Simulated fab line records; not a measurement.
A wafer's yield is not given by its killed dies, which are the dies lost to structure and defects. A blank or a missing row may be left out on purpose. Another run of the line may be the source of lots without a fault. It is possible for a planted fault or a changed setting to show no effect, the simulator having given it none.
Struck lot and sound lot, side by side	flow rit-cmos	27 out of 202 route steps
Sound: wafers L590.1, L590.2, L590.5. Struck: wafers L597.3, L597.5. (L597.1 of the same lot was not struck and is left out.) The cause comes at the end.
For every step that has rows: the tool of each side, followed by ch and its chambers, followed by its first start. Under that, the readings that differ: sound wafers	struck wafers	difference of the means	sigmas: that difference in standard deviations of wafers without a fault.
alike: readings with means less than 2 such deviations apart, plus words and numbers identical on both sides. not compared: withheld readings, readings lacking a value on some wafer, bounds such as >300 that could conceal the same value, and numbers that have no deviation in the record and whose values overlap.
The two part at a step that has a row with sigmas, a row that says differs or no value, or rows on one side only. When numbers do not overlap yet have no deviation, they are printed without sigmas and do not part them. A reading that every wafer of one side lacks parts them only if that side has two wafers or more.

first, 4 steps without rows for these wafers: RIT_CONTACT_SOFTBAKE_04 (time 60 s); RIT_CONTACT_EXPOSE_05 (exposes mask M11, target cd 1000 nm); RIT_CONTACT_PEB_06; RIT_CONTACT_DEVELOP_07 (develop time 120 s).
RIT_CONTACT_CD_MEAS_08: the cd target is 1000 nm.
  sound: cd-sem-02 at day 5 15:36; struck: cd-sem-02 at day 6 16:55
  alike: cd-nm
RIT_CONTACT_OVL_MEAS_09:
  sound: overlay-02 at day 5 15:43; struck: overlay-01 at day 6 17:02
  alike: CONTACT_OVL
then, 1 step without rows for these wafers: RIT_CONTACT_HARDBAKE_10 (time 60 s).
RIT_CONTACT_ETCH_11: etches SiO2 in CHF3/CF4/Ar, stops on TiSi2, target depth 480 nm, time 320 s.
  sound on rie-diel-02 ch 1,2,3, day 5 15:55; struck on rie-diel-04 ch 0,2, day 6 17:13
  alike: drypump-motor-current-A, oes-product-au, throttle-valve-pct
  not compared: rf-hours-counter-h
RIT_CONTACT_STRIP_12: strips in O2, time 180 s.
  sound on plasma-asher-02 ch 0,1, day 5 16:06; struck on plasma-asher-02 ch 0, day 6 17:25
  alike: drypump-motor-current-A
  not compared: rf-hours-counter-h
RIT_CONTACT_CD_MEAS_90: the cd target is 1000 nm.
  sound: cd-sem-01 at day 5 16:17; struck: cd-sem-02 at day 6 17:35
  alike: cd-nm
then, 2 steps without rows for these wafers: RIT_CONTACT_CLEAN_13 (cleans in SC1, time 600 s); RIT_CONTACT_CLEAN_14 (cleans in SC2, time 600 s).
RIT_M1_SPUTTER_00: material Al, target thk 400 nm, time 500 s.
  sound: pvd-sputter-02 at day 5 16:47; struck: pvd-sputter-02 at day 6 18:04
reading	sound	struck	difference	sigmas
chamber-pressure-pa (Pa)	0.3998 0.4003 0.4012	0.3662 0.3655	-0.0346	-43
throttle-valve-pct (%)	31.0 31.4 29.5	32.8 33.1	+2.3	+3
  alike: substrate-temp-c
  not compared: model.Al_of_M1_SPUTTER_00.thk-nm
RIT_M1_RS_MEAS_01: measures by four-point-probe.
  sound: film-metro-02 at day 5 17:05; struck: film-metro-02 at day 6 18:22
  alike: M1_AL_RS
RIT_M1_THK_MEAS_02: measures by xrf.
  sound: film-metro-02 at day 5 17:12; struck: film-metro-02 at day 6 18:29
  alike: M1_AL_THK
then, 6 steps without rows for these wafers: RIT_M1_HMDS_03 (prime time 60 s); RIT_M1_COAT_04 (resist thk 1300 nm); RIT_M1_SOFTBAKE_05 (time 60 s); RIT_M1_EXPOSE_06 (exposes mask M12, target cd 2600 nm); RIT_M1_PEB_07; RIT_M1_DEVELOP_08 (develop time 68 s).
RIT_M1_CD_MEAS_09: the cd target is 2600 nm.
  sound: cd-sem-01 at day 5 18:22; struck: cd-sem-02 at day 6 19:25
  alike: cd-nm
RIT_M1_OVL_MEAS_10:
  sound: overlay-01 at day 5 18:29; struck: overlay-02 at day 6 19:32
  alike: M1_OVL
then, 1 step without rows for these wafers: RIT_M1_HARDBAKE_11 (time 120 s).
RIT_M1_METAL_ETCH_12: etches Al in Cl2/BCl3, stops on SiO2, time 165 s, target depth 600 nm.
  sound on rie-metal-01 ch 0,1, day 5 18:49; struck on rie-metal-02 ch 0,1, day 6 20:00
  alike: bcl3-flow-sccm, drypump-motor-current-A, oes-product-au, throttle-valve-pct
  not compared: rf-hours-counter-h, model.etch.depth-nm, model.M1.feature-depth-nm
then, 1 step without rows for these wafers: RIT_M1_STRIP_13 (strips in nmp, time 600 s).
RIT_M1_PROBE_99:
  sound: prober-02 at day 5 21:19; struck: prober-02 at day 6 22:21
  alike: defect-limited-yield, killed-at-contacts, killed-at-front-end, killed-dies, killed-open, killed-short, sort_bin_3_pad_short, sort_bin_5_function, sort_bin_6_memory, sort-n-pass, sort-yield-pct
  not compared: model.etest.m1.rs-ohm-sq

## WHERE THEY PART
Within this record, at RIT_M1_SPUTTER_00 only. Later steps at which nothing parts them and some readings are alike: RIT_M1_RS_MEAS_01, RIT_M1_THK_MEAS_02, RIT_M1_CD_MEAS_09, RIT_M1_OVL_MEAS_10, RIT_M1_METAL_ETCH_12, RIT_M1_PROBE_99.

WHY: whatever the simulator had introduced
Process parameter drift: pvd-sputter-02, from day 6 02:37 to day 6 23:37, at RIT_M1_SPUTTER_00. From 0.4, the setting chamber-pressure-pa moved by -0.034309. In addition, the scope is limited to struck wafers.
